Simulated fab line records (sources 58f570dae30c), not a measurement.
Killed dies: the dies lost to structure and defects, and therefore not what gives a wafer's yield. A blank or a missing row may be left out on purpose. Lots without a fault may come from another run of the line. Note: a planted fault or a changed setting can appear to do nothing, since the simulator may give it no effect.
Struck lot and sound lot, side by side | flow berkeley cmos170 | 18 steps out of a route of 331
Sound: wafers L269.4, L269.5, L269.6. Struck: wafers L274.3, L274.5, L274.6. The cause is given at the end.
Each step with rows lists, per side, the tool, then ch with its chambers, then its first start. Under that, the readings that differ: sound wafers | struck wafers | difference of the means | sigmas: that difference in standard deviations of wafers without a fault.
alike: words and numbers the same on both sides, and readings whose means are apart by under 2 such deviations; not compared: readings that were withheld, readings missing a value for some wafer, numbers with overlapping values and no deviation given by the record, and bounds like >300 which may hide the same value.
A row with sigmas, a row that says differs or no value, or rows on one side alone: a step with any of these is where the two part. When numbers do not overlap yet have no deviation, they are printed without sigmas and do not part them. Lack of a reading on every wafer of one side parts them only where that side has two or more wafers.

first, 2 steps without rows for these wafers: UCB170_NVT_PEB_04; UCB170_NVT_DEVELOP_05 (develop time 45 s).
UCB170_NVT_OVL_MEAS_06:
  sound on overlay-02, day 8 23:17; struck on overlay-01, day 9 20:47
  alike: NVT_OVL
next, for these wafers, 1 step has no rows: UCB170_NVT_IMPLANT_07.
UCB170_NVT_STRIP_08: strips in O2.
  sound on plasma asher-04 ch 0,1, day 8 23:29; struck on plasma asher-04 ch 0,1, day 9 20:59
  alike: drypump motor current A, o2 flow sccm, oes product au, strip time to endpoint s
  not compared: rf hours counter h
UCB170_NVT_TW_MEAS_09:
  sound on film metro-02, day 8 23:35; struck on film metro-02, day 9 21:04
  alike: NVT_TW
then, 6 steps without rows for these wafers: UCB170_NVT_CLEAN_10 (cleans in SPM, time 600 s); UCB170_PVT_HMDS_00 (prime time 60 s); UCB170_PVT_COAT_01 (resist thk 900 nm); UCB170_PVT_SOFTBAKE_02 (time 60 s); UCB170_PVT_EXPOSE_03 (exposes mask NWELL, target cd 3000 nm); UCB170_PVT_PEB_04.
UCB170_PVT_DEVELOP_05: develop time 45 s.
  sound on litho track-02 ch 0, day 9 00:00; struck on litho track-01 ch 0, day 10 01:00
UCB170_PVT_OVL_MEAS_06:
  sound on overlay-01, day 9 00:53; struck on overlay-02, day 10 01:29
  alike: PVT_OVL
next, for these wafers, 1 step has no rows: UCB170_PVT_IMPLANT_07.
UCB170_PVT_STRIP_08: strips in O2.
  sound on plasma asher-01 ch 0,1, day 9 01:05; struck on plasma asher-02 ch 0,1, day 10 01:41
  alike: drypump motor current A, o2 flow sccm, oes product au, strip time to endpoint s
  not compared: rf hours counter h
UCB170_PVT_TW_MEAS_09:
  sound on film metro-04, day 9 01:10; struck on film metro-03, day 10 01:46
  reading | sound       | struck   | difference | sigmas
  PVT_TW  | 506 507 503 | 31 31 31 | -474       | -99 or more
then, 1 step without rows for these wafers: UCB170_GATE_WET_ETCH_00 (etches SiO2 in dHF, time 200 s).

## WHERE THEY PART
Only at UCB170_PVT_TW_MEAS_09, within this record.

WHY: what had been put in by the simulator
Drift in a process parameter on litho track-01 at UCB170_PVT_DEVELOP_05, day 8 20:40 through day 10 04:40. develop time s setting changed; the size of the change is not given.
